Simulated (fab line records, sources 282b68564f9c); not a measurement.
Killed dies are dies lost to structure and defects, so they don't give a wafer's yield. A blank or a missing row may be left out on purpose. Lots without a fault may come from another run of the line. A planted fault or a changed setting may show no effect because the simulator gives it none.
A struck lot beside a sound one | flow rit_cmos | 17 steps out of a route of 202
Sound: wafers L702.1, L702.2, L702.4. Struck: wafer L708.3. (L708.4, L708.6 of the same lot were not struck and are left out.) The cause comes at the end.
At each step with rows: each side's tool, then ch and its chambers, then its first start. Under that, the readings that differ: sound wafers | struck wafers | difference of the means | sigmas: that difference in standard deviations of wafers without a fault.
alike: readings whose means differ by less than 2 such deviations, and words and numbers that are the same on both sides. not compared: withheld readings, readings that some wafer has no value for, bounds like >300 that may hide the same value, and numbers for which the record gives no deviation and whose values overlap.
The two part at a step that has a row with sigmas, a row that says differs or no value, or rows on one side only. Numbers that don't overlap but have no deviation are shown without sigmas and don't part them. A reading that every wafer of one side lacks parts them only if that side has two wafers or more.

first, 1 step without rows for these wafers: RIT_PSD_IMPLANT_08.
RIT_PSD_STRIP_09: strips in O2, time 180 s.
  sound on plasma_asher-03 ch 0,1, day 3 09:57; struck on plasma_asher-04 ch 1, day 4 16:07
  alike: chamber_pressure_mTorr, drypump_motor_current_A
  not compared: rf_hours_counter_h
RIT_PSD_TW_MEAS_10:
  sound on film_metro-02, day 3 10:08; struck on film_metro-03, day 4 16:15
  alike: PSD_TW
then, 3 steps without rows for these wafers: RIT_SDANNEAL_CLEAN_00 (cleans in SC1, time 600 s); RIT_SDANNEAL_CLEAN_01 (cleans in dHF, time 30 s); RIT_SDANNEAL_CLEAN_02 (cleans in SC2, time 600 s).
RIT_SDANNEAL_RTA_03: time 5 s.
  sound on rtp_anneal-01 ch 0, day 3 10:34; struck on rtp_anneal-01 ch 0, day 4 16:41
  alike: ramp_down_c_per_s, wafer_temp_C_max
RIT_SDANNEAL_RS_MEAS_04: measures by four-point-probe.
  sound on film_metro-01, day 3 10:37; struck on film_metro-02, day 4 16:46
  reading         | sound             | struck | difference | sigmas
  PSD_RS (ohm/sq) | 116.4 116.6 116.6 | 115.8  | -0.7       | -2
RIT_SDANNEAL_RS_MEAS_05: measures by four-point-probe.
  sound on film_metro-01, day 3 10:44; struck on film_metro-02, day 4 16:53
  reading         | sound          | struck | difference | sigmas
  NSD_RS (ohm/sq) | 85.0 84.7 84.9 | 84.1   | -0.8       | -2
RIT_SDANNEAL_RS_MEAS_06: measures by four-point-probe.
  sound on film_metro-01, day 3 10:52; struck on film_metro-02, day 4 17:00
  reading          | sound             | struck | difference | sigmas
  PLDD_RS (ohm/sq) | 179.3 179.0 179.0 | 177.6  | -1.5       | -3
RIT_SDANNEAL_RS_MEAS_07: measures by four-point-probe.
  sound on film_metro-01, day 3 10:59; struck on film_metro-02, day 4 17:07
  alike: NLDD_RS
then, 1 step without rows for these wafers: RIT_SILICIDE_WET_ETCH_00 (etches SiO2 in BOE, target depth 14 nm, time 14.28 s).
RIT_SILICIDE_SPUTTER_01: material Ti, target thk 30 nm, time 240 s.
  sound on pvd_sputter-01, day 3 11:07; struck on pvd_sputter-01, day 4 17:13
  reading                                     | sound             | struck | difference | sigmas
  model.Ti_of_SILICIDE_SPUTTER_01.thk_nm (nm) | 30.65 29.79 30.16 | 13.35  | -16.85     |
  alike: throttle_valve_pct
RIT_SILICIDE_RS_MEAS_02: measures by four-point-probe.
  sound on film_metro-02, day 3 11:16; struck on film_metro-04, day 4 17:24
  reading                 | sound          | struck | difference | sigmas
  SILICIDE_TI_RS (ohm/sq) | 46.5 48.2 47.4 | 135.5  | +88.1      | +99 or more
RIT_SILICIDE_THK_MEAS_03: measures by xrf.
  sound on film_metro-02, day 3 11:23; struck on film_metro-04, day 4 17:30
  reading              | sound          | struck | difference | sigmas
  SILICIDE_TI_THK (nm) | 30.8 29.8 30.2 | 13.4   | -16.9      | -41
RIT_SILICIDE_RTA_04: time 10 s, ramp up 5 s, ramp down 5 s.
  sound on rtp_anneal-02 ch 0, day 3 11:26; struck on rtp_anneal-02 ch 0, day 4 17:34
  alike: wafer_temp_C_max
RIT_M1_PROBE_99:
  sound on prober-02, day 3 18:20; struck on prober-02, day 5 01:02
  reading                              | sound             | struck | difference | sigmas
  model.etest.npoly_line.line_ohm_um   | 165.5 165.1 161.8 | 315.7  | +151.6     |
  model.etest.ppoly_line.line_ohm_um   | 162.9 160.3 158.4 | 290.6  | +130.1     |
  model.etest.npoly_line.rs_ohm_sq     | 16.89 17.02 16.92 | 35.56  | +18.62     |
  model.etest.ppoly_line.rs_ohm_sq     | 16.34 16.68 16.53 | 33.48  | +16.96     |
  model.etest.ppoly_line.width_nm (nm) | 100.4 104.4 104.4 | 114.1  | +11.0      |
  model.etest.npoly_line.width_nm (nm) | 100.1 102.9 103.2 | 113.1  | +11.0      |
  model.etest.contact_pplus.end_ohm_um | 45.16 42.19 43.26 | 31.26  | -12.28     |
  model.etest.contact_nplus.end_ohm_um | 43.83 41.19 41.9  | 33.71  | -8.60      |
  alike: killed_at_contacts, killed_at_front_end, killed_dies, killed_open, killed_short

WHERE THEY PART
First at RIT_SDANNEAL_RS_MEAS_04; last, within this record, at RIT_SILICIDE_THK_MEAS_03. Later steps at which nothing parts them and some readings are alike: RIT_SILICIDE_RTA_04, RIT_M1_PROBE_99.

WHY: what the simulator had put in
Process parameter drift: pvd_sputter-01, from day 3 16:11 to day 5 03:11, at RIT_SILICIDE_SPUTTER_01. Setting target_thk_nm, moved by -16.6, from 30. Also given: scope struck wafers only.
